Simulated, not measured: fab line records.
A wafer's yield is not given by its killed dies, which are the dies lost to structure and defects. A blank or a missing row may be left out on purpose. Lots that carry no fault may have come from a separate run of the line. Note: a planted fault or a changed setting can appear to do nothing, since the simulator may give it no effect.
Split-lot trial    flow rit-cmos    23 wafers read across 5 lots, on a route 202 steps long

## SPLIT DETAILS
At RIT_SILICIDE_SPUTTER_01 (material Ti, target thk 30 nm, time 240 s), the setting power-w was moved away from the recipe's 350 W on 9 of the 23 wafers read, by -8.4% to +9.8%. For the rest of the wafers, this setting stayed at what the recipe calls for.

## FROM THE SPLIT TO THE READING: what the file shows between them, 1 step
- RIT_SILICIDE_RS_MEAS_02: measures by four-point-probe

## THE READING
SILICIDE_TI_THK, in nm, at RIT_SILICIDE_THK_MEAS_03 (measures by xrf). A value of 29.9 nm with a standard deviation of 0.38 nm is what fault-free wafers of this fab line usually give.

wafer   tool, chamber at the split  power-w as run, W  against the recipe  SILICIDE_TI_THK, nm  against lot-mates on the recipe
L078.2  pvd-sputter-03, -           350                recipe              30.0                 -
L078.3  pvd-sputter-03, -           320.7              -8.4%               27.9                 -2.1
L078.4  pvd-sputter-03, -           350                recipe              30.1                 -
L078.5  pvd-sputter-03, -           320.7              -8.4%               27.4                 -2.6
L078.6  pvd-sputter-03, -           350                recipe              30.0                 -
L079.2  pvd-sputter-01, -           350                recipe              30.2                 -
L079.3  pvd-sputter-01, -           350                recipe              29.7                 -
L079.6  pvd-sputter-01, -           350                recipe              29.9                 -
L080.1  pvd-sputter-03, -           384.4              +9.8%               32.6                 +2.6
L080.2  pvd-sputter-03, -           350                recipe              30.2                 -
L080.4  pvd-sputter-03, -           384.4              +9.8%               33.0                 +3.0
L080.5  pvd-sputter-03, -           350                recipe              29.6                 -
L080.6  pvd-sputter-03, -           350                recipe              30.1                 -
L083.1  pvd-sputter-01, -           370.3              +5.8%               32.2                 +1.4
L083.2  pvd-sputter-01, -           350                recipe              31.2                 -
L083.3  pvd-sputter-01, -           370.3              +5.8%               32.1                 +1.2
L083.4  pvd-sputter-01, -           350                recipe              30.5                 -
L083.6  pvd-sputter-01, -           370.3              +5.8%               31.8                 +0.9
L084.2  pvd-sputter-03, -           350                recipe              29.2                 -
L084.3  pvd-sputter-03, -           371                +6.0%               31.5                 +1.9
L084.4  pvd-sputter-03, -           350                recipe              29.8                 -
L084.5  pvd-sputter-03, -           350                recipe              29.9                 -
L084.6  pvd-sputter-03, -           371                +6.0%               31.6                 +2.0

FIT RESULTS
A straight line over all 23 wafers: SILICIDE_TI_THK changes by +0.29 nm for each +1% of power-w; r = +0.96; the points scatter about the line by 0.4 nm.
The same after taking each lot's own level away (the mean of its wafers on the recipe; 23 wafers): +0.277 nm for each +1%; r = +0.97; scatter 0.3 nm.
On that fit, the largest move of power-w shifts the reading by 2.7 nm.
The span of the lots' own levels, 29.63 to 30.85 nm, comes to 3.2 times the standard deviation stated above.
The two slopes agree, so the slope changes little with the lot-to-lot level.
Check: for one of the wafers moved furthest among these (+9.8%), held out of the fit, the line's prediction against its lot-mates is +2.71 nm. It came out at +2.63 nm against them.

## FURTHER SPLITS ON THESE WAFERS
These wafers also went through other splits before the reading. Each is held against what the fit with the lots' levels taken away leaves over:
other split on the same wafers    wafers away from the commonest value  r with SILICIDE_TI_THK (lot level and that fit taken away)
RIT_GATE_COAT_11 spin-rpm         7                                     -0.29
RIT_GATE_EXPOSE_13 dose-mj        7                                     -0.25
RIT_NLDD_IMPLANT_08 dose-cm2      8                                     +0.19
RIT_SPACER_CVD_03 pressure-mtorr  18                                    +0.19
RIT_NSD_COAT_01 resist-thk-nm     10                                    +0.25
RIT_NSD_IMPLANT_08 energy-kev     8                                     -0.26
RIT_PSD_IMPLANT_08 dose-cm2       10                                    +0.16

## THE WHOLE CHAIN: every reading that the file lists as answering this split, in the file's order
step                      what it does                               reading                                                                            change (the file's fit)                r (the file's)
RIT_SILICIDE_SPUTTER_01   material Ti, target thk 30 nm, time 240 s  Ti_of_SILICIDE_SPUTTER_01.thk-nm (the simulator's own value, which no gauge read)  +0.275 nm for each +1% of the setting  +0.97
RIT_SILICIDE_RS_MEAS_02   measures by four-point-probe               SILICIDE_TI_RS                                                                     -0.546 for each +1% of the setting     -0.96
RIT_SILICIDE_THK_MEAS_03  measures by xrf                            SILICIDE_TI_THK                                                                    +0.284 for each +1% of the setting     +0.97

## FILE'S OWN FIT
SILICIDE_TI_THK changes by +0.284 nm for each +1% of power-w, r = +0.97.
